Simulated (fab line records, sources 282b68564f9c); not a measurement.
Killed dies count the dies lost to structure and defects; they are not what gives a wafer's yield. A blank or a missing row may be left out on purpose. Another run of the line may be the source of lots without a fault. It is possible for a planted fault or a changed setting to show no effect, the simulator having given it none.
A struck lot beside a sound one / flow rit cmos / 14 out of 202 route steps
Sound: wafers L244.1, L244.4, L244.5. Wafers struck: L238.2, L238.3, L238.6. The cause is given at the end.
For every step that has rows: the tool of each side, followed by ch and its chambers, followed by its first start. Under that, the readings that differ: sound wafers / struck wafers / difference of the means / sigmas: that difference in standard deviations of wafers without a fault.
alike: words and numbers the same on both sides, and readings whose means are apart by under 2 such deviations; not compared: readings that were withheld, readings missing a value for some wafer, numbers with overlapping values and no deviation given by the record, and bounds like >300 which may hide the same value.
The two part at a step that has a row with sigmas, a row that says differs or no value, or rows on one side only. Numbers that have no deviation but don't overlap get no sigmas and don't part them. A reading that every wafer of one side lacks parts them only if that side has two wafers or more.

first, 3 steps without rows for these wafers: RIT_NSD_EXPOSE_03 (exposes mask M9, target cd 40700 nm); RIT_NSD_PEB_04; RIT_NSD_DEVELOP_05 (develop time 50 s).
RIT_NSD_OVL_MEAS_06:
  struck on overlay-02, day 5 11:11; sound on overlay-02, day 6 16:10
  alike: NSD_OVL
then, 2 steps without rows for these wafers: RIT_NSD_HARDBAKE_07 (time 60 s); RIT_NSD_IMPLANT_08.
RIT_NSD_STRIP_09: strips in O2, time 180 s.
  sound on plasma asher-02 ch 0, day 6 16:31; struck on plasma asher-02 ch 0,1, day 5 11:44
  alike: drypump motor current A, o2 flow sccm
  not compared: rf hours counter h
RIT_NSD_TW_MEAS_10:
  struck on film metro-04, day 5 11:55; sound on film metro-02, day 6 16:41
  alike: NSD_TW
then, 4 steps without rows for these wafers: RIT_PSD_HMDS_00 (prime time 60 s); RIT_PSD_COAT_01 (resist thk 1000 nm); RIT_PSD_SOFTBAKE_02 (time 60 s); RIT_PSD_EXPOSE_03 (exposes mask M10, target cd 40900 nm).
RIT_PSD_PEB_04:
  struck on litho track-03, day 5 12:41; sound on litho track-02 ch 0, day 6 17:24
reading=exhaust pa (Pa); sound=46.4 44.9 44.7; struck=- - -; difference=no value on the struck wafers; sigmas=
  not compared: chill plate temp C
then, 1 step without rows for these wafers: RIT_PSD_DEVELOP_05 (develop time 50 s).

WHERE THEY PART
RIT_PSD_PEB_04 only, going by this record.

WHY: the cause the simulator had injected
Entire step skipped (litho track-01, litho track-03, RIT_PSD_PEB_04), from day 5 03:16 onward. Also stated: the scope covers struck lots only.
